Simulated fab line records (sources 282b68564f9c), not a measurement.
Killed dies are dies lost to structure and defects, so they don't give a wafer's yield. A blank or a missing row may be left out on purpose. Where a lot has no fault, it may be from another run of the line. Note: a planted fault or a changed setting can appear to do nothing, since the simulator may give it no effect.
2 desks, one fault || flow rit_cmos || each desk holds nothing but its own numbers, with what lay behind them at the end

## METROLOGY DESK
What the gauges read for every lot (on any tool): the sampled wafers with a number, averaged. A lot is out of limits, marked OUT, if its mean lies more than 4 standard deviations from the usual mean; the brackets give that distance.
Columns: A = ACTIVE_OXIDE_THK at RIT_ACTIVE_THK_MEAS_02, usual 46.4 nm; B = NWELL_TW at RIT_NWELL_TW_MEAS_10, usual 2149; C = SILICIDE_TI_RS at RIT_SILICIDE_RS_MEAS_02, usual 48.2 ohm/sq
{"lot": "L296", "first seen here": "day 1 17:37", "A": 46.5, "B": 2134, "C": 48.5}
{"lot": "L297", "first seen here": "day 1 22:12", "A": 46.0, "B": 2138, "C": 47.9}
{"lot": "L299", "first seen here": "day 2 09:19", "A": 47.0, "B": 2128, "C": 47.9}
{"lot": "L300", "first seen here": "day 2 13:07", "A": 46.7, "B": 2173, "C": 48.3}
{"lot": "L301", "first seen here": "day 2 18:26", "A": 46.6, "B": 2135, "C": 49.1}
{"lot": "L302", "first seen here": "day 2 23:12", "A": 46.1, "B": 2139, "C": 48.5}
{"lot": "L305", "first seen here": "day 3 16:22", "A": 45.3, "B": 2145, "C": 48.3}
{"lot": "L306", "first seen here": "day 3 19:04", "A": 45.6, "B": 2151, "C": 48.1}
{"lot": "L307", "first seen here": "day 4 01:24", "A": 46.8, "B": 2142, "C": 47.9}
{"lot": "L308", "first seen here": "day 4 05:56", "A": 46.2, "B": 2140, "C": 47.9}
{"lot": "L309", "first seen here": "day 4 10:04", "A": 46.1, "B": 2181, "C": 47.9}
{"lot": "L315", "first seen here": "day 5 17:40", "A": 46.9, "B": 2135, "C": 49.8}
{"lot": "L318", "first seen here": "day 6 07:04", "A": 46.4, "B": 2143, "C": 47.0}
Result from this desk: across the 13 lots, nothing is out of limits.

## FOR THE TOOL OWNER'S DESK: plasma_asher-02
The tool's own readings at RIT_NLDD_STRIP_09 (strips in O2, time 180 s): means of the sampled wafers that have a number, for each lot that ran on this tool. A lot is out of limits, marked OUT, if its mean lies more than 4 standard deviations from the usual mean; the brackets give that distance.
Columns: A = drypump_motor_current_A at RIT_NLDD_STRIP_09, usual 6.1 A
{"lot": "L299", "first seen here": "day 4 00:46", "A": 5.7}
{"lot": "L302", "first seen here": "day 4 13:01", "A": 5.8}
{"lot": "L305", "first seen here": "day 5 07:14", "A": 5.8}
{"lot": "L308", "first seen here": "day 5 21:40", "A": 5.8}
{"lot": "L315", "first seen here": "day 7 03:34", "A": 5.8}
Result from this desk: across the 5 lots, nothing is out of limits.

## ALL TOGETHER
The metrology desk saw nothing out of limits.
Nothing out of limits was seen by the tool owner's desk.

## WHAT THE SIMULATOR HAD INSERTED
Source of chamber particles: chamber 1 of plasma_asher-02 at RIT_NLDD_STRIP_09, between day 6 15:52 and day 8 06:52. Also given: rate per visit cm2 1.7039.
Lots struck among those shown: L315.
